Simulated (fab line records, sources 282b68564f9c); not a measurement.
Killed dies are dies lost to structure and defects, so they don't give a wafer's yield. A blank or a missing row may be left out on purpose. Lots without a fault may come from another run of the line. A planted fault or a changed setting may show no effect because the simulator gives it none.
Which tool did it? | flow rit_cmos | 14 lots, 42 wafers sampled, at 1 step of a route of 202

WHAT THE GAUGES READ, wafer by wafer
RIT_NRETRO_OVL_MEAS_06.
lot  | measured    | on         | NRETRO_OVL (nm)
L306 | day 2 09:15 | overlay-02 | 2.3 0.7 0.1
L307 | day 2 10:28 | overlay-01 | 2.6 0.1 -0.3
L308 | day 2 16:38 | overlay-01 | 0.4 0.2 1.9
L309 | day 2 21:22 | overlay-01 | 3.8 2.4 3.6
L312 | day 3 12:22 | overlay-02 | -0.5 0.5 0.4
L314 | day 3 22:11 | overlay-02 | -3.1 -1.3 -1.0
L316 | day 4 07:17 | overlay-02 | 1.0 -0.8 -1.5
L319 | day 4 23:02 | overlay-02 | -1.3 -0.6 -1.5
L322 | day 5 12:57 | overlay-01 | 1.8 1.6 3.5
L325 | day 6 04:25 | overlay-01 | 2.1 1.0 0.2
L326 | day 6 09:24 | overlay-02 | 0.8 0.6 1.6
L327 | day 6 14:44 | overlay-01 | 0.5 -1.4 0.9
L328 | day 6 19:17 | overlay-02 | 2.4 1.4 -0.7
L329 | day 7 00:16 | overlay-02 | 1.5 0.8 0.2

WHICH TOOL RAN EACH LOT (tool, then ch and the chambers of the sampled wafers, then the start)
The record holds no process step before these readings.

WHAT THE TOOLS THEMSELVES READ (means of the sampled wafers that have a number; where no wafer has one, the mark that the record gives instead)
The record holds no such reading with a usual standard deviation.

THE ANSWER, worked out from the rows above alone
Rule: what is usual is taken from the lots themselves. Put in order of their means at a reading, lots are off if they are a third of the lots or fewer, leave a main group of 4 or more, and stand apart from it by a gap of 3 or more times the standard deviation of the main group's means; of several such gaps the widest counts. A main group whose means are all the same, to the digits that the tables above print for the reading, isn't used. A lot without any number at a reading at which 4 lots or more have one is off too. The other lots that the step has rows for count as sound. The gauges are gone through in route order, then the tools' own readings, and for those a lot's mean is taken as printed above. The first step at which some lot is off is used, and at that step the reading that is off furthest; a lot without a number counts as furthest.
No lot is off at any reading shown: from this, nothing can be told.

WHAT THE SIMULATOR HAD PUT IN
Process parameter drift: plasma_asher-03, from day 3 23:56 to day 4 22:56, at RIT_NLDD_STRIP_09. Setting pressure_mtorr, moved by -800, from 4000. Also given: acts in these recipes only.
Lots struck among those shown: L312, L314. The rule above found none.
